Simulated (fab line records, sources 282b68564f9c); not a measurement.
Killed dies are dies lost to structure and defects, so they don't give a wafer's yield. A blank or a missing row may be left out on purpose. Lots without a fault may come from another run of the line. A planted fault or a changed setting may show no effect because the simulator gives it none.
fab line records | flow rit_cmos
record lots=14 wafers=42 last_day=7
route steps=202 shown NLDD@111 M1@202
lots that met no fault: from a run of the same line without faults
start_h: hours from the record's first day to the start of the lot's first wafer shown | wait_h: hours since the lot's step before | " the same as in the row above | L1.1+2: a row that stands for several wafers | - no value, or no start given | * or withheld: withheld | < > ~ a bound
route shown NAME@n: a module of which the file shows steps, and the number in the route of the first | usual: mean/standard deviation of fault-free wafers | same: alike in all rows | chamber/n: place in a boat | sites: the reading at each site | _std_site: their standard deviation | _edge_site: outer sites' mean less inner sites' | radius_mm: how far each site lies from the wafer's centre | mask NAME#n: copy n | behind: the tool/chamber that last shaped the wafer | hold: why the lot was held/for how many hours/how that ended | device: the transistor (n, p or np) that didn't switch | end of line: the same wafers' tests at the end of the route | a step without rows: its recipe alone | killed: dies lost to structure and defects at the first sort, not the wafer's yield | map: a wafer's dies, x killed, . not, _ none there
set.NAME: the setting as run; set.NAME@STEP: as run at that earlier step | model.NAME: the simulator's own value behind a step, which no gauge read
steps of the route over a sample of lots; a table a step, a row a wafer
services: from which hour (start_h, from the record's first day; less than 0 if before it) a tool's chamber was out of use, for how many hours, and why
## steps
# step RIT_NLDD_IMPLANT_08
# recipe species=P energy_kev=20 dose_cm2=5e+14 tilt_deg=7
# usual beam_energy_keV=19.999/0.0064
# columns lot.wafer tool chamber start_h wait_h beam_energy_keV
L890.2 implanter-03 0 42.44 0.1 20.007
L890.4 " 0 " " 20.002
L890.5 " 0 " " 20.009
L892.2 implanter-03 0 57.55 0.1 20.006
L892.5 " 0 " " 20.005
L892.6 " 0 " " 19.997
L893.2 implanter-04 0 63.90 0.1 20.003
L893.5 " 0 " " 20.002
L893.6 " 0 " " 20.007
L894.3 implanter-03 0 67.65 0.1 19.988
L894.4 " 0 " " 19.984
L894.5 " 0 " " 19.998
L895.2 implanter-02 0 70.86 0.1 20.002
L895.5 " 0 " " 20.000
L895.6 " 0 " " 20.003
L896.2 implanter-04 0 78.32 0.1 19.999
L896.5 " 0 " " 19.991
L896.6 " 0 " " 20.000
L897.1 implanter-04 0 84.97 0.1 20.007
L897.4 " 0 " " 20.005
L897.6 " 0 " " 20.003
L898.1 implanter-03 0 87.65 0.1 20.009
L898.4 " 0 " " 20.005
L898.6 " 0 " " 19.998
L905.3 implanter-03 0 122.79 0.1 21.575
L905.4 " 0 " " 21.576
L905.6 " 0 " " 21.572
L907.1 implanter-03 0 130.92 0.1 21.571
L907.5 " 0 " " 21.571
L907.6 " 0 " " 21.561
L908.1 implanter-02 0 133.35 0.1 19.995
L908.2 " 0 " " 19.995
L908.6 " 0 " " 19.995
L909.1 implanter-02 0 142.74 0.1 20.009
L909.2 " 0 " " 19.997
L909.5 " 0 " " 19.992
L910.1 implanter-04 0 145.99 0.1 19.997
L910.2 " 0 " " 19.997
L910.4 " 0 " " 19.996
L911.3 implanter-04 0 148.46 0.1 19.990
L911.4 " 0 " " 19.994
L911.5 " 0 " " 19.989
# step RIT_M1_PROBE_99
# usual killed_at_M0_to_M3=0.0/0.2 killed_at_contacts=0.1/0.25 killed_at_front_end=6/3.1 killed_dies=6/3.1 killed_open=2.9/2 killed_short=3.3/2
# same gross_dies=264 killed_at_M4_up=0 killed_at_back_side=0 killed_at_other=0
# columns lot.wafer tool chamber start_h wait_h killed_at_M0_to_M3 killed_at_contacts killed_at_front_end killed_dies killed_open killed_short
L892.2 prober-02 - 73.27 0.1 0 0 13 13 3 10
L892.5 prober-02 - 73.42 0.2 0 0 8 8 3 5
L892.6 prober-02 - 73.47 0.2 0 0 7 7 5 2
L894.3 prober-02 - 82.75 0.2 0 0 7 7 5 2
L894.4 prober-02 - 82.80 0.2 0 0 7 7 1 6
L894.5 prober-02 - 82.85 0.2 0 0 4 4 1 3
L898.1 prober-02 - 103.96 0.1 0 0 6 6 2 4
L898.4 prober-02 - 104.11 0.2 0 0 4 4 2 2
L898.6 prober-02 - 104.21 0.2 0 0 9 9 5 4
L905.3 prober-01 - 138.30 0.2 0 0 3 3 3 0
L905.4 prober-01 - 138.35 0.2 0 0 11 11 6 5
L905.6 prober-01 - 138.45 0.2 0 1 2 3 1 2
L909.1 prober-01 - 158.35 0.1 0 0 5 5 0 5
L909.2 prober-01 - 158.40 0.1 0 0 7 7 4 3
L909.5 prober-01 - 158.55 0.2 0 0 8 8 3 5
L910.1 prober-02 - 161.77 0.1 0 0 7 7 1 6
L910.2 prober-02 - 161.82 0.1 0 0 4 4 2 2
L910.4 prober-02 - 161.92 0.2 0 0 6 6 3 3
# killed by level:class
L892.2 GATE:geometric_particle:short=4 SILICIDE:geometric_particle:short=3 FOX2:geometric_particle:short=2 GATE:geometric_particle:open=2 REOX:geometric_particle:short=1 SPACER:geometric_particle:open=1
L892.5 FOX2:geometric_particle:short=3 FOX2:geometric_particle:open=2 GATE:geometric_particle:short=1 GATE:geometric_particle:open=1 SPACER:geometric_particle:short=1
L892.6 GATE:geometric_particle:open=3 FOX2:geometric_particle:open=2 SPACER:geometric_particle:short=1 SILICIDE:geometric_particle:short=1
L894.3 GATE:geometric_particle:open=2 FOX2:geometric_particle:short=1 FOX2:geometric_particle:open=1 GATE:geometric_particle:short=1 REOX:geometric_particle:open=1 SPACER:geometric_particle:open=1
L894.4 FOX1:geometric_particle:short=3 FOX1:geometric_particle:open=1 GATE:geometric_particle:short=1 SPACER:geometric_particle:short=1 SILICIDE:geometric_particle:short=1
L894.5 SILICIDE:geometric_particle:short=2 FOX1:geometric_particle:short=1 SILICIDE:geometric_particle:open=1
L898.1 SPACER:geometric_particle:short=3 GATE:geometric_particle:open=1 GATE:geometric_particle:short=1 SPACER:geometric_particle:open=1
L898.4 FOX1:geometric_particle:short=1 FOX2:geometric_particle:open=1 REOX:geometric_particle:short=1 SILICIDE:geometric_particle:open=1
L898.6 FOX2:geometric_particle:open=2 REOX:geometric_particle:open=2 FOX1:geometric_particle:short=1 FOX2:geometric_particle:short=1 REOX:geometric_particle:short=1 SPACER:geometric_particle:open=1 SILICIDE:geometric_particle:short=1
L905.3 FOX1:geometric_particle:open=1 GATE:geometric_particle:open=1 SILICIDE:geometric_particle:open=1
L905.4 GATE:geometric_particle:open=4 FOX1:geometric_particle:short=2 GATE:geometric_particle:short=2 FOX2:geometric_particle:open=1 SILICIDE:geometric_particle:short=1 SILICIDE:geometric_particle:open=1
L905.6 REOX:geometric_particle:open=1 REOX:geometric_particle:short=1 CONTACT:geometric_particle:short=1
L909.1 GATE:geometric_particle:short=2 REOX:geometric_particle:short=2 FOX2:geometric_particle:short=1
L909.2 FOX1:geometric_particle:open=1 GATE:geometric_particle:short=1 GATE:geometric_particle:open=1 REOX:geometric_particle:open=1 SPACER:geometric_particle:short=1 SILICIDE:geometric_particle:short=1 SILICIDE:geometric_particle:open=1
L909.5 FOX1:geometric_particle:short=2 FOX2:geometric_particle:short=1 GATE:geometric_particle:open=1 GATE:geometric_particle:short=1 REOX:geometric_particle:short=1 SPACER:geometric_particle:open=1 SILICIDE:geometric_particle:open=1
L910.1 SPACER:geometric_particle:short=3 GATE:geometric_particle:short=2 GATE:geometric_particle:open=1 REOX:geometric_particle:short=1
L910.2 GATE:geometric_particle:open=1 GATE:geometric_particle:short=1 REOX:geometric_particle:open=1 SPACER:geometric_particle:short=1
L910.4 SPACER:geometric_particle:open=3 FOX1:geometric_particle:short=1 SPACER:geometric_particle:short=1 SILICIDE:geometric_particle:short=1
## services
# columns tool chamber start_h hours kind
implanter-03 - 34.00 2.7 repair
implanter-03 - 68.10 3.8 repair
implanter-02 - 82.09 4.3 repair
implanter-02 - 116.09 2.6 repair
implanter-02 - 118.66 6.6 pm
implanter-04 - 131.88 6.2 repair
implanter-02 - 145.86 2.5 repair
## key
first_sign step=RIT_NLDD_IMPLANT_08 reading=beam_energy_keV direction=up sigmas=99+ usual=19.999 struck=21.571
effect none on later readings
met_at RIT_NLDD_IMPLANT_08
struck_lots L905,L907
tester_left_out L905,L907
onset_between 87.65 122.79
fault kind=process_parameter_drift tool=implanter-03 chamber=- onset_h=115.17 steps=RIT_NLDD_IMPLANT_08 channel=energy_kev offset=1.5705 shape=step end_h=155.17 acts_in=these_recipes_only stated=20
# tester_left_out: of these lots the tester's yield and bins aren't shown, on N5 and GAA mostly nor the transistor test; their killed dies are dies lost to structure and defects alone, not to doping, threshold or leakage, so they don't give the yield
